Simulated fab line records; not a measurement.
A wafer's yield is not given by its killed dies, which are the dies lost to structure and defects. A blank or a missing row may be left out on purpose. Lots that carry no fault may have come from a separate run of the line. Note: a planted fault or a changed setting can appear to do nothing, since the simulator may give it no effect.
8D (eight disciplines) problem report, filled in by code | flow berkeleyCmos170 | the parts of the form that need people (team, actions taken, sign-off) are left out

1. WHAT IS WRONG
runLengthS at UCB170_GATE_ETCH_15 reads a mean of 114.0 s on 6 wafers of 2 lots; wafers without a fault read 84.3 s with a standard deviation of 0.42. That is +71 standard deviations from the usual mean.
The step: etches poly-Si in HBr/Cl2, stops on SiO2, time 56.3 s, target depth 278.2 nm.
First observed at day 9 20:19: wafer L204.2, on rieSi-02. Wafers with a number at this step in the record: 42, from 14 lots. Rule for "out" (also "out of limits"): further than 4 standard deviations from the usual mean. All remaining wafers that have a number are taken as sound.

2. WHAT IT IS; WHAT IT IS NOT
question                    | is                       | is not
which readings at this step | runLengthS, oesProductAu | biasW, drypumpMotorCurrentA, throttleValvePct
which lots                  | L204, L206               | L191, L192, L193, L194, L195, L196, L199, L200, L201, L210, L211, L212
which wafers of those lots  | all that have a number   | -
read on which tools         | rieSi-02                 | rieSi-01
when                        | from day 9 20:19         | up to then (27 sound wafers); but 9 sound wafers of L210, L211, L212 came after

3. SUSPECTS, AND WHAT RULES EACH OUT
Counting: a tool at any process step up to the reading remains a suspect when it ran all the lots that are out and ran no sound lot after the first of those.
- rieSi-02 at UCB170_GATE_ETCH_15 (etches poly-Si in HBr/Cl2, stops on SiO2, time 56.3 s, target depth 278.2 nm): kept. It ran every lot that is out, first L204 (day 9 20:19), and no sound lot after that; its last sound lot up to then is L200 (day 8 20:32). Its own readings are out on those wafers: oesProductAu, runLengthS.
The count leaves rieSi-02 at UCB170_GATE_ETCH_15.

4. THE CAUSE (what the simulator had put in)
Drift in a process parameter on rieSi-02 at UCB170_GATE_ETCH_15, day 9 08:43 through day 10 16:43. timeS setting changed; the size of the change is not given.
After counting, this tool was the only one left.

5. THE EFFECT CHAIN, in route order
Each row: a reading whose mean over the struck wafers that have a number lies more than 3 standard deviations from the usual. Only readings whose record carries a usual standard deviation are examined. hours: median over the lots of the time between each lot's start at the first step of this table that gives one and its start at this step. sigmas: the change, counted in usual standard deviations.
hours | step                | reading      | usual      | on struck wafers | change | sigmas
0     | UCB170_GATE_ETCH_15 | oesProductAu | 0.839 a.u. | 0.650            | -0.189 | -15
0     | UCB170_GATE_ETCH_15 | runLengthS   | 84.3 s     | 114.0            | +29.7  | +71
Process steps it contains:
- UCB170_GATE_ETCH_15: etches poly-Si in HBr/Cl2, stops on SiO2, time 56.3 s, target depth 278.2 nm.

6. WHAT WOULD HAVE CAUGHT IT SOONER
First out-of-limits reading in this record: day 9 20:19, which is 12 hours after fault onset at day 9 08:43.
